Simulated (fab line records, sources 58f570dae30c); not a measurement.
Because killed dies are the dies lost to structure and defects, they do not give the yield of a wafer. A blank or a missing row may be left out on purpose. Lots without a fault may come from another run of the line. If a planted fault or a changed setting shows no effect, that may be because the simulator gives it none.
Which tool is to blame? / flow berkeley_cmos170 / 15 lots, 45 wafers sampled, at 6 steps of a route of 331

== WHAT THE GAUGES READ, wafer by wafer ==
UCB170_START_BOW_MEAS_00.
lot=L319; measured=day 1 10:02; on=film_metro-04; INCOMING_BOW (um)=-11 -1 -2
lot=L320; measured=day 1 15:00; on=film_metro-03; INCOMING_BOW (um)=4 -6 0
lot=L321; measured=day 1 20:01; on=film_metro-04; INCOMING_BOW (um)=-8 -1 8
lot=L324; measured=day 2 11:01; on=film_metro-02; INCOMING_BOW (um)=2 -3 -4
lot=L325; measured=day 2 16:04; on=film_metro-04; INCOMING_BOW (um)=-4 0 1
lot=L326; measured=day 2 21:02; on=film_metro-04; INCOMING_BOW (um)=1 7 -7
lot=L327; measured=day 3 02:02; on=film_metro-03; INCOMING_BOW (um)=0 -2 2
lot=L328; measured=day 3 07:01; on=film_metro-02; INCOMING_BOW (um)=15 -4 -15
lot=L329; measured=day 3 12:00; on=film_metro-04; INCOMING_BOW (um)=-7 0 7
lot=L330; measured=day 3 17:01; on=film_metro-04; INCOMING_BOW (um)=-1 1 6
lot=L331; measured=day 3 22:00; on=film_metro-02; INCOMING_BOW (um)=6 -4 0
lot=L332; measured=day 4 03:00; on=film_metro-04; INCOMING_BOW (um)=-3 -7 19
lot=L337; measured=day 5 04:02; on=film_metro-04; INCOMING_BOW (um)=-6 2 2
lot=L338; measured=day 5 09:00; on=film_metro-03; INCOMING_BOW (um)=-10 5 -11
lot=L341; measured=day 6 00:01; on=film_metro-03; INCOMING_BOW (um)=13 6 -4

UCB170_NWELL_THK_MEAS_05.
lot=L319; measured=day 2 04:56; on=film_metro-01; NWELL_NITRIDE_THK (nm)=225.9 226.4 225.5
lot=L320; measured=day 2 04:55; on=film_metro-02; NWELL_NITRIDE_THK (nm)=222.3 220.7 221.7
lot=L321; measured=day 2 14:06; on=film_metro-01; NWELL_NITRIDE_THK (nm)=221.7 222.0 222.2
lot=L324; measured=day 3 04:38; on=film_metro-01; NWELL_NITRIDE_THK (nm)=221.8 220.2 222.3
lot=L325; measured=day 3 13:17; on=film_metro-01; NWELL_NITRIDE_THK (nm)=222.8 223.2 221.6
lot=L326; measured=day 3 19:49; on=film_metro-02; NWELL_NITRIDE_THK (nm)=225.1 223.8 223.7
lot=L327; measured=day 4 01:16; on=film_metro-04; NWELL_NITRIDE_THK (nm)=222.4 221.9 222.0
lot=L328; measured=day 4 01:16; on=film_metro-02; NWELL_NITRIDE_THK (nm)=221.8 224.5 222.5
lot=L329; measured=day 4 07:30; on=film_metro-01; NWELL_NITRIDE_THK (nm)=223.7 220.9 221.8
lot=L330; measured=day 4 15:49; on=film_metro-01; NWELL_NITRIDE_THK (nm)=222.4 222.3 223.6
lot=L331; measured=day 4 15:49; on=film_metro-02; NWELL_NITRIDE_THK (nm)=221.5 224.3 224.0
lot=L332; measured=day 4 22:11; on=film_metro-04; NWELL_NITRIDE_THK (nm)=220.4 219.4 218.7
lot=L337; measured=day 6 02:52; on=film_metro-04; NWELL_NITRIDE_THK (nm)=181.2 181.3 181.3
lot=L338; measured=day 6 02:51; on=film_metro-01; NWELL_NITRIDE_THK (nm)=180.9 180.2 180.2
lot=L341; measured=day 6 20:13; on=film_metro-01; NWELL_NITRIDE_THK (nm)=181.8 179.0 178.5

UCB170_PVT_OVL_MEAS_06.
lot=L319; measured=day 5 08:30; on=overlay-01; PVT_OVL (nm)=4 -4 7
lot=L320; measured=day 5 08:46; on=overlay-01; PVT_OVL (nm)=-3 -4 7
lot=L321; measured=day 5 18:01; on=overlay-01; PVT_OVL (nm)=5 4 4
lot=L324; measured=day 6 06:23; on=overlay-01; PVT_OVL (nm)=-3 -5 -7
lot=L325; measured=day 6 16:06; on=overlay-02; PVT_OVL (nm)=-3 -3 -8
lot=L326; measured=day 7 04:30; on=overlay-02; PVT_OVL (nm)=-5 0 3
lot=L327; measured=day 7 10:13; on=overlay-01; PVT_OVL (nm)=4 -2 5
lot=L328; measured=day 7 09:19; on=overlay-01; PVT_OVL (nm)=6 10 -8
lot=L329; measured=day 7 09:56; on=overlay-01; PVT_OVL (nm)=-7 -2 -2
lot=L330; measured=day 8 01:01; on=overlay-02; PVT_OVL (nm)=-8 2 -1
lot=L331; measured=day 8 01:31; on=overlay-02; PVT_OVL (nm)=-6 -4 -5
lot=L332; measured=day 8 14:50; on=overlay-01; PVT_OVL (nm)=-4 -6 1
lot=L337; measured=day 9 11:46; on=overlay-02; PVT_OVL (nm)=4 1 4
lot=L338; measured=day 9 11:49; on=overlay-01; PVT_OVL (nm)=-9 -7 0
lot=L341; measured=day 10 01:08; on=overlay-02; PVT_OVL (nm)=-4 6 -6

UCB170_PSD_CD_MEAS_06 targets a cd of 1200 nm.
lot=L319; measured=day 6 06:09; on=cd_sem-01; cd_nm (nm)=1198.0 1198.8 1198.7
lot=L320; measured=day 6 06:23; on=cd_sem-02; cd_nm (nm)=1200.9 1200.8 1199.9
lot=L321; measured=day 6 14:57; on=cd_sem-02; cd_nm (nm)=1200.4 1199.5 1201.0
lot=L324; measured=day 7 05:41; on=cd_sem-02; cd_nm (nm)=1199.8 1199.2 1199.5
lot=L325; measured=day 7 17:38; on=cd_sem-02; cd_nm (nm)=1199.8 1199.7 1201.0
lot=L326; measured=day 8 06:53; on=cd_sem-01; cd_nm (nm)=1201.4 1201.5 1200.4
lot=L327; measured=day 8 07:22; on=cd_sem-01; cd_nm (nm)=1200.0 1199.9 1198.9
lot=L328; measured=day 8 07:01; on=cd_sem-02; cd_nm (nm)=1200.5 1199.0 1197.8
lot=L329; measured=day 8 07:17; on=cd_sem-02; cd_nm (nm)=1198.4 1199.5 1200.3
lot=L330; measured=day 8 23:01; on=cd_sem-01; cd_nm (nm)=1200.1 1202.0 1200.0
lot=L331; measured=day 8 23:19; on=cd_sem-02; cd_nm (nm)=1201.4 1202.5 1201.6
lot=L332; measured=day 9 09:47; on=cd_sem-01; cd_nm (nm)=1200.1 1200.5 1199.7
lot=L337; measured=day 10 11:58; on=cd_sem-01; cd_nm (nm)=1198.7 1199.3 1198.2
lot=L338; measured=day 10 11:41; on=cd_sem-02; cd_nm (nm)=1201.2 1201.1 1201.4
lot=L341; measured=day 11 01:10; on=cd_sem-02; cd_nm (nm)=1203.6 1203.9 1203.8

== WHAT TOOL EACH LOT RAN ON (gives the tool, then ch and the chambers of the sampled wafers, and finally the start) ==
lot=L319; UCB170_NWELL_CVD_04=lpcvd-02 ch 1, day 2 02:59; UCB170_NWELL_ETCH_13=rie_diel-03 ch 0,1,2, day 2 06:16
lot=L320; UCB170_NWELL_CVD_04=lpcvd-02 ch 0, day 2 02:59; UCB170_NWELL_ETCH_13=rie_diel-02 ch 0,3, day 2 06:01
lot=L321; UCB170_NWELL_CVD_04=lpcvd-01 ch 1, day 2 12:10; UCB170_NWELL_ETCH_13=rie_diel-01 ch 0,2,3, day 2 15:13
lot=L324; UCB170_NWELL_CVD_04=lpcvd-02 ch 1, day 3 02:42; UCB170_NWELL_ETCH_13=rie_diel-02 ch 0,1,3, day 3 06:16
lot=L325; UCB170_NWELL_CVD_04=lpcvd-02 ch 1, day 3 11:19; UCB170_NWELL_ETCH_13=rie_diel-02 ch 1,2,3, day 3 14:22
lot=L326; UCB170_NWELL_CVD_04=lpcvd-02 ch 1, day 3 17:52; UCB170_NWELL_ETCH_13=rie_diel-02 ch 1,2, day 3 21:04
lot=L327; UCB170_NWELL_CVD_04=lpcvd-02 ch 1, day 3 23:19; UCB170_NWELL_ETCH_13=rie_diel-01 ch 0,1,3, day 4 02:19
lot=L328; UCB170_NWELL_CVD_04=lpcvd-02 ch 1, day 3 23:19; UCB170_NWELL_ETCH_13=rie_diel-03 ch 0,3, day 4 02:11
lot=L329; UCB170_NWELL_CVD_04=lpcvd-02 ch 1, day 4 05:34; UCB170_NWELL_ETCH_13=rie_diel-03 ch 1,2, day 4 08:44
lot=L330; UCB170_NWELL_CVD_04=lpcvd-02 ch 0, day 4 13:53; UCB170_NWELL_ETCH_13=rie_diel-01 ch 0,1,3, day 4 16:45
lot=L331; UCB170_NWELL_CVD_04=lpcvd-02 ch 1, day 4 13:53; UCB170_NWELL_ETCH_13=rie_diel-03 ch 0,1,2, day 4 17:02
lot=L332; UCB170_NWELL_CVD_04=lpcvd-02 ch 0, day 4 20:15; UCB170_NWELL_ETCH_13=rie_diel-01 ch 0,1,3, day 4 23:22
lot=L337; UCB170_NWELL_CVD_04=lpcvd-02 ch 0, day 6 00:55; UCB170_NWELL_ETCH_13=rie_diel-03 ch 0,1,2, day 6 04:25
lot=L338; UCB170_NWELL_CVD_04=lpcvd-02 ch 0, day 6 00:55; UCB170_NWELL_ETCH_13=rie_diel-01 ch 0,3, day 6 04:09
lot=L341; UCB170_NWELL_CVD_04=lpcvd-02 ch 0, day 6 18:16; UCB170_NWELL_ETCH_13=rie_diel-03 ch 0,2,3, day 6 21:52
- UCB170_NWELL_CVD_04: deposits Si3N4 from SiH2Cl2/NH3, target thk 224 nm, time 3360 s.
- UCB170_NWELL_ETCH_13: etches Si3N4 in CH3F/Ar/O2, stops on SiO2, target depth 246.4 nm, time 154 s.

== WHAT THE TOOLS THEMSELVES READ (means of the sampled wafers that have a number; where no wafer has one, the mark that the record gives instead) ==
UCB170_NWELL_ETCH_13.
lot=L319; tool=rie_diel-03; drypump_motor_current_A (A)=5.5; oes_product_au (a.u.)=0.955; throttle_valve_pct (%)=8.00
lot=L320; tool=rie_diel-02; drypump_motor_current_A (A)=5.6; oes_product_au (a.u.)=0.926; throttle_valve_pct (%)=8.09
lot=L321; tool=rie_diel-01; drypump_motor_current_A (A)=5.9; oes_product_au (a.u.)=0.943; throttle_valve_pct (%)=7.88
lot=L324; tool=rie_diel-02; drypump_motor_current_A (A)=5.5; oes_product_au (a.u.)=0.936; throttle_valve_pct (%)=7.97
lot=L325; tool=rie_diel-02; drypump_motor_current_A (A)=5.8; oes_product_au (a.u.)=0.933; throttle_valve_pct (%)=7.91
lot=L326; tool=rie_diel-02; drypump_motor_current_A (A)=5.7; oes_product_au (a.u.)=0.943; throttle_valve_pct (%)=7.90
lot=L327; tool=rie_diel-01; drypump_motor_current_A (A)=5.6; oes_product_au (a.u.)=0.945; throttle_valve_pct (%)=7.95
lot=L328; tool=rie_diel-03; drypump_motor_current_A (A)=5.2; oes_product_au (a.u.)=0.938; throttle_valve_pct (%)=8.03
lot=L329; tool=rie_diel-03; drypump_motor_current_A (A)=5.8; oes_product_au (a.u.)=0.950; throttle_valve_pct (%)=7.93
lot=L330; tool=rie_diel-01; drypump_motor_current_A (A)=5.6; oes_product_au (a.u.)=0.946; throttle_valve_pct (%)=7.97
lot=L331; tool=rie_diel-03; drypump_motor_current_A (A)=5.5; oes_product_au (a.u.)=0.946; throttle_valve_pct (%)=7.98
lot=L332; tool=rie_diel-01; drypump_motor_current_A (A)=5.6; oes_product_au (a.u.)=0.933; throttle_valve_pct (%)=7.94
lot=L337; tool=rie_diel-03; drypump_motor_current_A (A)=5.5; oes_product_au (a.u.)=0.842; throttle_valve_pct (%)=7.98
lot=L338; tool=rie_diel-01; drypump_motor_current_A (A)=5.7; oes_product_au (a.u.)=0.834; throttle_valve_pct (%)=7.89
lot=L341; tool=rie_diel-03; drypump_motor_current_A (A)=5.6; oes_product_au (a.u.)=0.833; throttle_valve_pct (%)=7.97

== THE ANSWER, worked out from the rows above alone ==
Rule: what is usual is taken from the lots themselves. Put in order of their means at a reading, lots are off if they are a third of the lots or fewer, leave a main group of 4 or more, and stand apart from it by a gap of 3 or more times the standard deviation of the main group's means; of several such gaps the widest counts. A main group is skipped when, at the precision printed for the reading in the tables above, its means are all equal. Also off: a lot with no number at a reading for which 4 or more lots have one. Where the step has rows for the other lots, those lots are counted as sound. After the gauges, taken in route order, come the tools' own readings; for these a lot's mean is taken, as printed above. At the first step where some lot is off, the reading lying furthest off is the one used; lots without a number count as furthest.
Off: L337, L338, L341, seen at UCB170_NWELL_THK_MEAS_05 (NWELL_NITRIDE_THK). The main group: mean 222.5 nm, standard deviation 1.5.
If a tool, at a process step before that reading, ran all the lots that are off and no sound lot after the first of them, it fits. Not tried: the gauges at UCB170_NWELL_THK_MEAS_05; whatever is off there is also off at UCB170_NWELL_ETCH_13, on other tools, and gauge error can't account for it. One fits: lpcvd-02 at UCB170_NWELL_CVD_04. A fault onset in the window from L332 (day 4 20:15, its last sound lot) to L337 (day 6 00:55, its first lot off) fits.

== WHAT WAS PUT IN BY THE SIMULATOR ==
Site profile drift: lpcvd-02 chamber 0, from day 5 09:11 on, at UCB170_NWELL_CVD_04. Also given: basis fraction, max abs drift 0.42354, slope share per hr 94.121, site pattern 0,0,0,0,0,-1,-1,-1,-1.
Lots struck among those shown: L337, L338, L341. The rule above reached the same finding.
